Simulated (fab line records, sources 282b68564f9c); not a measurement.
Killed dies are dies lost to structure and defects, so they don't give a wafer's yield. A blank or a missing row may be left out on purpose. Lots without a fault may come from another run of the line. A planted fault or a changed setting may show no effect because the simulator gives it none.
A struck lot beside a sound one | flow rit_cmos | 16 steps out of a route of 202
Sound: wafers L305.2, L305.5, L305.6. Struck: wafers L321.1, L321.4, L321.5. The cause comes at the end.
At each step with rows: each side's tool, then ch and its chambers, then its first start. Under that, the readings that differ: sound wafers | struck wafers | difference of the means | sigmas: that difference in standard deviations of wafers without a fault.
alike: readings whose means differ by less than 2 such deviations, and words and numbers that are the same on both sides. not compared: withheld readings, readings that some wafer has no value for, bounds like >300 that may hide the same value, and numbers for which the record gives no deviation and whose values overlap.
The two part at a step that has a row with sigmas, a row that says differs or no value, or rows on one side only. Numbers that don't overlap but have no deviation are shown without sigmas and don't part them. A reading that every wafer of one side lacks parts them only if that side has two wafers or more.

RIT_ACTIVE_BOW_MEAS_00:
  sound on film_metro-02, day 2 01:01; struck on film_metro-02, day 5 09:00
  alike: INCOMING_BOW
then, 1 step without rows for these wafers: RIT_ACTIVE_OXIDATION_01 (target thk 46.8 nm, ox time 3360 s).
RIT_ACTIVE_THK_MEAS_02:
  sound on film_metro-02, day 2 03:04; struck on film_metro-04, day 5 13:04
  alike: ACTIVE_OXIDE_THK
then, 1 step without rows for these wafers: RIT_ACTIVE_CVD_03 (deposits Si3N4 from SiH2Cl2/NH3, target thk 150 nm, time 1500 s).
RIT_ACTIVE_THK_MEAS_04:
  sound on film_metro-03, day 2 04:52; struck on film_metro-03, day 5 14:33
  alike: ACTIVE_NITRIDE_THK
then, 1 step without rows for these wafers: RIT_ACTIVE_HMDS_05 (prime time 60 s).
RIT_ACTIVE_COAT_06: resist thk 1000 nm.
  sound on litho_track-02 ch 0, day 2 05:05; struck on litho_track-03 ch 0, day 5 14:46
  reading                                     | sound                | struck               | difference | sigmas
  spin_speed_rpm (rpm)                        | 3252.7 3251.6 3251.3 | 3201.3 3202.7 3204.5 | -49.0      | -25
  model.NOVOLAK_of_ACTIVE_COAT_06.thk_nm (nm) | 1007 1006 1006       | 1012 1009 1013       | +5         |
then, 4 steps without rows for these wafers: RIT_ACTIVE_SOFTBAKE_07 (time 60 s); RIT_ACTIVE_EXPOSE_08 (exposes mask M1, target cd 1400 nm); RIT_ACTIVE_PEB_09; RIT_ACTIVE_DEVELOP_10 (develop time 48.72 s).
RIT_ACTIVE_CD_MEAS_11: target cd 1400 nm.
  sound on cd_sem-01, day 2 05:55; struck on cd_sem-01, day 5 15:35
  alike: cd_nm
then, 1 step without rows for these wafers: RIT_ACTIVE_HARDBAKE_12 (time 60 s).
RIT_ACTIVE_ETCH_13: etches Si3N4 in SF6, stops on SiO2, time 210 s, target depth 210 nm.
  sound on rie_diel-01 ch 1,2, day 2 06:10; struck on rie_diel-04 ch 0,1, day 5 15:51
  reading                                     | sound           | struck            | difference | sigmas
  model.NOVOLAK_of_ACTIVE_COAT_06.thk_nm (nm) | 662.7 661 664.7 | 665.3 667.6 669.9 | +4.8       |
  alike: drypump_motor_current_A, oes_product_au, throttle_valve_pct
  not compared: rf_hours_counter_h
RIT_ACTIVE_STRIP_14: strips in O2, time 180 s.
  sound on plasma_asher-02 ch 0,1, day 2 06:17; struck on plasma_asher-04 ch 0, day 5 15:59
  alike: drypump_motor_current_A
  not compared: rf_hours_counter_h
RIT_M1_PROBE_99:
  sound on prober-01, day 4 00:05; struck on prober-01, day 7 11:35
  alike: killed_at_M0_to_M3, killed_at_contacts, killed_at_front_end, killed_dies, killed_open, killed_short

WHERE THEY PART
Only at RIT_ACTIVE_COAT_06, within this record. Later steps at which nothing parts them and some readings are alike: RIT_ACTIVE_CD_MEAS_11, RIT_ACTIVE_ETCH_13, RIT_ACTIVE_STRIP_14, RIT_M1_PROBE_99.

WHY: what the simulator had put in
Process parameter drift: litho_track-03, from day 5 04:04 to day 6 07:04, at RIT_ACTIVE_COAT_06. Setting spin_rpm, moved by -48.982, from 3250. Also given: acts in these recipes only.
